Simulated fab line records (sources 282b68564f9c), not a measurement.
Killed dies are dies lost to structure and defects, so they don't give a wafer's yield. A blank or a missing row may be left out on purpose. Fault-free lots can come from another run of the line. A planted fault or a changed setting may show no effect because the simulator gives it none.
Split-lot experiment	flow rit_cmos	5 lots, 23 wafers read, on a route of 202 steps

## THE SPLIT ITSELF
At RIT_PRETRO_IMPLANT_08, the setting dose_cm2 was moved away from the recipe's 1.2e+13 on 8 of the 23 wafers read, by -2.4% to +6.2%. The other wafers ran this setting at the recipe's value.

## FROM THE SPLIT ON TO THE READING: in between, the file shows 1 step
- RIT_PRETRO_STRIP_09: strips in O2, time 180 s

## THE READING
PRETRO_TW, at RIT_PRETRO_TW_MEAS_10. A value of 479 with a standard deviation of 4.2 is what fault-free wafers of this fab line usually give.

wafer	tool, chamber at the split	dose_cm2 as run	against the recipe	PRETRO_TW	against lot-mates on the recipe
L074.1	implanter-04, 0	1.2e+13	recipe	485	-
L074.2	implanter-04, 0	1.2e+13	recipe	486	-
L074.3	implanter-04, 0	1.2e+13	recipe	485	-
L074.4	implanter-04, 0	1.2e+13	recipe	485	-
L074.5	implanter-04, 0	1.2e+13	recipe	484	-
L075.1	implanter-01, 0	1.271e+13	+5.9%	489	+9
L075.3	implanter-01, 0	1.2e+13	recipe	481	-
L075.4	implanter-01, 0	1.2e+13	recipe	479	-
L075.5	implanter-01, 0	1.271e+13	+5.9%	488	+8
L075.6	implanter-01, 0	1.2e+13	recipe	479	-
L076.1	implanter-04, 0	1.2e+13	recipe	473	-
L076.3	implanter-04, 0	1.2e+13	recipe	473	-
L076.5	implanter-04, 0	1.2e+13	recipe	473	-
L082.1	implanter-04, 0	1.2e+13	recipe	477	-
L082.3	implanter-04, 0	1.171e+13	-2.4%	473	-2
L082.4	implanter-04, 0	1.2e+13	recipe	474	-
L082.5	implanter-04, 0	1.171e+13	-2.4%	469	-6
L082.6	implanter-04, 0	1.171e+13	-2.4%	472	-4
L084.2	implanter-01, 0	1.275e+13	+6.2%	492	+8
L084.3	implanter-01, 0	1.275e+13	+6.2%	494	+10
L084.4	implanter-01, 0	1.2e+13	recipe	483	-
L084.5	implanter-01, 0	1.2e+13	recipe	485	-
L084.6	implanter-01, 0	1.275e+13	+6.2%	493	+9

THE FIT
A straight line over all 23 wafers: PRETRO_TW changes by +2.07 for each +1% of dose_cm2; r = +0.80; the points scatter about the line by 4.5.
The same after taking each lot's own level away (the mean of its wafers on the recipe; 23 wafers): +1.5 for each +1%; r = +0.97; scatter 1.1.
Per that fit: largest dose_cm2 move, reading shift of 9.4.
The span of the lots' own levels, 473.0 to 485.0, comes to 2.9 times the standard deviation stated above.
In other words, the slope is changed by the lot-to-lot level; the two fits disagree.
Check: for one of the wafers moved furthest among these (+6.2%), held out of the fit, the line's prediction against its lot-mates is +9.53. It came out at +8 against them.

## THE OTHER SPLITS THESE WAFERS WENT THROUGH
Other splits were also applied to these wafers ahead of the reading. Each is held against what the fit with the lots' levels taken away leaves over:
other split on the same wafers	wafers away from the commonest value	r with PRETRO_TW (lot level and that fit taken away)
RIT_ACTIVE_CVD_03 pressure_mtorr	18	-0.05
RIT_ACTIVE_COAT_06 spin_rpm	7	+0.24
RIT_NRETRO_IMPLANT_08 energy_kev	8	-0.02
RIT_PRETRO_COAT_01 spin_rpm	10	-0.20

## FILE'S OWN FIT
PRETRO_TW changes by +1.5 for each +1% of dose_cm2, r = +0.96.
